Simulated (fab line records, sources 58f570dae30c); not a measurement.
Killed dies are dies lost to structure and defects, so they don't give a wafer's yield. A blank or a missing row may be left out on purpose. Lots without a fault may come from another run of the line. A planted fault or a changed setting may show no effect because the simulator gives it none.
Which tool did it? | flow berkeley_cmos170 | 14 lots, 42 wafers sampled, at 4 steps of a route of 331

WHAT THE GAUGES READ, wafer by wafer
UCB170_V1_THK_MEAS_01. Usual: V1_TEOS_THK 2005 nm, standard deviation 25.
lot  | measured     | on            | V1_TEOS_THK (nm) | flag
L225 | day 8 18:13  | film_metro-04 | 1985 2050 2042   |
L224 | day 8 20:06  | film_metro-04 | 1968 1960 2010   |
L227 | day 8 22:46  | film_metro-02 | 1990 2060 2000   |
L228 | day 9 00:06  | film_metro-04 | 1990 2025 2046   |
L226 | day 9 02:36  | film_metro-03 | 2016 2024 2008   |
L229 | day 9 12:58  | film_metro-03 | 2030 1984 2026   |
L230 | day 9 11:37  | film_metro-03 | 1978 1981 2011   |
L231 | day 9 14:17  | film_metro-03 | 1956 1999 1988   |
L232 | day 10 09:05 | film_metro-04 | 1993 1979 2022   |
L238 | day 10 17:41 | film_metro-04 | 1998 1984 2029   |
L237 | day 11 01:01 | film_metro-02 | 1968 1989 2001   |
L244 | day 11 16:08 | film_metro-04 | 1964 2008 2009   |
L241 | day 12 02:13 | film_metro-04 | 2006 2033 2041   |
L240 | day 12 03:33 | film_metro-02 | 1966 1942 1963   |

UCB170_V1_BOW_MEAS_03. Usual: V1_BOW 18 um, standard deviation 6.5.
lot  | measured     | on            | V1_BOW (um) | flag
L225 | day 8 18:35  | film_metro-03 | 14 8 12     |
L224 | day 8 20:28  | film_metro-03 | 21 13 27    |
L227 | day 8 23:07  | film_metro-04 | 21 11 33    |
L228 | day 9 00:28  | film_metro-02 | 19 25 22    |
L226 | day 9 02:59  | film_metro-03 | 13 20 19    |
L229 | day 9 13:20  | film_metro-02 | 16 14 16    |
L230 | day 9 11:59  | film_metro-02 | 29 21 15    |
L231 | day 9 14:38  | film_metro-02 | 24 18 10    |
L232 | day 10 09:26 | film_metro-02 | 17 20 18    |
L238 | day 10 18:04 | film_metro-03 | 23 23 16    |
L237 | day 11 01:22 | film_metro-03 | 12 21 25    |
L244 | day 11 16:30 | film_metro-04 | 12 16 12    |
L241 | day 12 02:35 | film_metro-02 | 14 24 21    |
L240 | day 12 03:55 | film_metro-02 | 19 18 20    |

UCB170_V1_CD_MEAS_90: target cd 700 nm. Usual: cd_nm 699.9 nm, standard deviation 1.6.
lot  | measured     | on        | cd_nm (nm)        | flag
L225 | day 8 22:10  | cd_sem-02 | 701.2 697.5 699.6 |
L224 | day 8 23:33  | cd_sem-02 | 700.3 699.3 698.7 |
L227 | day 9 02:37  | cd_sem-02 | 700.7 699.3 701.7 |
L228 | day 9 03:26  | cd_sem-01 | 698.3 697.0 697.2 |
L226 | day 9 06:07  | cd_sem-01 | 699.7 698.1 700.6 |
L229 | day 9 15:22  | cd_sem-01 | 701.7 702.9 702.9 |
L230 | day 9 13:53  | cd_sem-01 | 700.6 698.7 698.3 |
L231 | day 9 17:53  | cd_sem-02 | 699.1 699.3 699.6 |
L232 | day 10 11:33 | cd_sem-01 | 699.8 700.4 698.4 |
L238 | day 10 20:17 | cd_sem-01 | 698.5 699.4 698.1 |
L237 | day 11 05:06 | cd_sem-02 | 699.7 698.7 700.6 |
L244 | day 11 18:34 | cd_sem-02 | 702.1 703.6 701.7 |
L241 | day 12 04:40 | cd_sem-02 | 700.8 701.4 699.2 |
L240 | day 12 06:07 | cd_sem-01 | 700.3 698.7 699.6 |

WHICH TOOL RAN EACH LOT (tool, then ch and the chambers of the sampled wafers, then the start)
lot  | UCB170_CONTACT_RTA_08
L225 | rtp_anneal-01 ch 0, day 8 12:53
L224 | rtp_anneal-01 ch 0, day 8 14:23
L227 | rtp_anneal-01 ch 0, day 8 16:23
L228 | rtp_anneal-02 ch 0, day 8 16:41
L226 | rtp_anneal-01 ch 0, day 8 18:13
L229 | rtp_anneal-02 ch 0, day 9 03:55
L230 | rtp_anneal-01 ch 0, day 9 04:22
L231 | rtp_anneal-02 ch 0, day 9 07:25
L232 | rtp_anneal-01 ch 0, day 10 04:16
L238 | rtp_anneal-02 ch 0, day 10 12:11
L237 | rtp_anneal-02 ch 0, day 10 19:00
L244 | rtp_anneal-01 ch 0, day 11 09:49
L241 | rtp_anneal-02 ch 0, day 11 21:15
L240 | rtp_anneal-02 ch 0, day 11 21:42
- UCB170_CONTACT_RTA_08: time 10 s.

WHAT THE TOOLS THEMSELVES READ (means of the sampled wafers that have a number; where no wafer has one, the mark that the record gives instead)
UCB170_CONTACT_RTA_08. Usual: lamp_power_pct 20.84 %, standard deviation 0.038; wafer_temp_C_max 903.5, standard deviation 0.75.
lot  | tool          | lamp_power_pct (%) | wafer_temp_C_max | flag
L225 | rtp_anneal-01 | 20.89              | 904.0            |
L224 | rtp_anneal-01 | 20.88              | 904.0            |
L227 | rtp_anneal-01 | 20.87              | 904.2            |
L228 | rtp_anneal-02 | 20.83              | 903.2            |
L226 | rtp_anneal-01 | 20.88              | 902.8            |
L229 | rtp_anneal-02 | 20.80              | 903.9            |
L230 | rtp_anneal-01 | 20.89              | 903.9            |
L231 | rtp_anneal-02 | 20.82              | 903.6            |
L232 | rtp_anneal-01 | 20.88              | 903.6            |
L238 | rtp_anneal-02 | 20.82              | 903.6            |
L237 | rtp_anneal-02 | 20.80              | 902.9            |
L244 | rtp_anneal-01 | 20.89              | 904.2            |
L241 | rtp_anneal-02 | 24.23              | 958.6            | OFF
L240 | rtp_anneal-02 | 24.22              | 957.9            | OFF

THE ANSWER, worked out from the rows above alone
Rule: a lot is off if the mean of its wafers that have a number lies more than 3 standard deviations from the usual mean. A lot without any number at a reading at which 4 lots or more have one is off too. The other lots that the step has rows for count as sound. The gauges are gone through in route order, then the tools' own readings, and for those a lot's mean is taken as printed above. The first step at which some lot is off is used, and at that step the reading that is off furthest; a lot without a number counts as furthest.
Off: L241, L240, at UCB170_CONTACT_RTA_08 (lamp_power_pct).
A tool fits if, at that step or a process step before it, it ran every lot that is off, and no sound lot after the first of them. One fits: rtp_anneal-02 at UCB170_CONTACT_RTA_08. Its last sound lot is L237 (day 10 19:00), its first lot that is off L241 (day 11 21:15): a fault that began between those two fits.
The tool's own readings at UCB170_CONTACT_RTA_08 bear it out: on the lots that are off they differ by more than 5 times the standard deviation of the sound lots' means. lamp_power_pct reads 24.23 % there against 20.85 % on the sound lots; wafer_temp_C_max reads 958.2 there against 903.7 on the sound lots.

WHAT THE SIMULATOR HAD PUT IN
Process parameter drift: rtp_anneal-02, from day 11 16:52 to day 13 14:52, at UCB170_CONTACT_RTA_08. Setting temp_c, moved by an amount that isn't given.
Lots struck among those shown: L241, L240. The rule above found the same.
